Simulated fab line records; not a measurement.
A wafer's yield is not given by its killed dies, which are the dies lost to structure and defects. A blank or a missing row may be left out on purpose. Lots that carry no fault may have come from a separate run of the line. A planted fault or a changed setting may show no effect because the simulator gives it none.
One fault seen from 2 desks / flow rit_cmos / each desk holds nothing but its own numbers, with what lay behind them at the end

THE METROLOGY DESK
What the gauges read for every lot (on any tool): the sampled wafers with a number, averaged. The brackets show how far a lot's mean lies from the usual mean; more than 4 standard deviations puts the lot out of limits, marked OUT.
Columns: A = NWELL_OVL at RIT_NWELL_OVL_MEAS_06, usual 0.7 nm; B = PWELL_TW at RIT_PWELL_TW_MEAS_10, usual 953; C = NRETRO_OVL at RIT_NRETRO_OVL_MEAS_06, usual -1.4 nm; D = NRETRO_TW at RIT_NRETRO_TW_MEAS_10, usual 1051; E = PRETRO_TW at RIT_PRETRO_TW_MEAS_10, usual 477
lot=L639; first seen here=day 2 03:33; A=0.9; B=969; C=0.7; D=1050; E=471
lot=L640; first seen here=day 2 06:56; A=-0.2; B=946; C=-2.1; D=1053; E=474
lot=L641; first seen here=day 2 14:03; A=1.6; B=952; C=-3.0; D=1050; E=479
lot=L643; first seen here=day 2 23:58; A=-0.3; B=941; C=-1.7; D=1049; E=476
lot=L644; first seen here=day 3 04:04; A=0.7; B=943; C=-0.7; D=1042; E=474
lot=L645; first seen here=day 3 09:44; A=0.4; B=954; C=-2.6; D=1046; E=474
lot=L647; first seen here=day 3 20:16; A=2.0; B=948; C=-1.4; D=1043; E=477
lot=L653; first seen here=day 5 00:14; A=-0.7; B=948; C=-3.2; D=1053; E=477
lot=L656; first seen here=day 5 18:32; A=0.3; B=30 (-99 or more) OUT; C=-0.4; D=30 (-99 or more) OUT; E=30 (-99 or more) OUT
lot=L658; first seen here=day 6 06:52; A=2.2; B=942; C=-1.2; D=1045; E=484
lot=L657; first seen here=day 6 07:07; A=1.7; B=30 (-99 or more) OUT; C=-0.3; D=30 (-99 or more) OUT; E=30 (-99 or more) OUT
lot=L659; first seen here=day 6 12:01; A=0.1; B=954; C=-3.3; D=1068; E=484
lot=L661; first seen here=day 7 00:13; A=0.3; B=951; C=-2.1; D=1042; E=473
lot=L660; first seen here=day 7 00:27; A=3.0; B=956; C=-0.9; D=1049; E=483
This desk finds L656, L657 out of limits, with the earliest case on L656 at day 5 20:49 (PWELL_TW at RIT_PWELL_TW_MEAS_10). L639, L640, L641, L643, L644, L645, L647, L653, L658, L659, L661, L660: within limits.

AT THE TOOL OWNER'S DESK: plasma_asher-04
The tool's own readings at RIT_NWELL_STRIP_09 (strips in O2, time 180 s): means of the sampled wafers that have a number, for each lot that ran on this tool. The brackets show how far a lot's mean lies from the usual mean; more than 4 standard deviations puts the lot out of limits, marked OUT.
Columns: A = chamber_pressure_mTorr at RIT_NWELL_STRIP_09, usual 4000 mTorr; B = drypump_motor_current_A at RIT_NWELL_STRIP_09, usual 5.7 A
lot=L640; first seen here=day 2 07:22; A=3999; B=5.9
lot=L641; first seen here=day 2 14:29; A=3998; B=5.5
lot=L643; first seen here=day 3 00:24; A=4000; B=5.7
lot=L645; first seen here=day 3 10:10; A=4000; B=5.7
lot=L647; first seen here=day 3 20:45; A=4001; B=5.7
lot=L659; first seen here=day 6 12:42; A=3997; B=5.7
lot=L661; first seen here=day 7 00:39; A=3998; B=5.5
This desk found nothing out of limits on any of the 7 lots.

TAKEN TOGETHER
L656, L657 would have let the metrology desk raise an alarm at day 5 20:49.
The tool owner's desk saw nothing out of limits.
The tool owner's desk has no number on record for L656, L657.
All the named lots went through RIT_NWELL_STRIP_09 on plasma_asher-04.

WHAT THE SIMULATOR PUT IN
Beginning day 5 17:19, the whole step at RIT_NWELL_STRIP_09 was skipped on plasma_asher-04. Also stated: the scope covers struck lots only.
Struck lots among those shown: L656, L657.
Time in hours between the start of the fault and the first out-of-limits reading at each desk: metrology desk, 4.
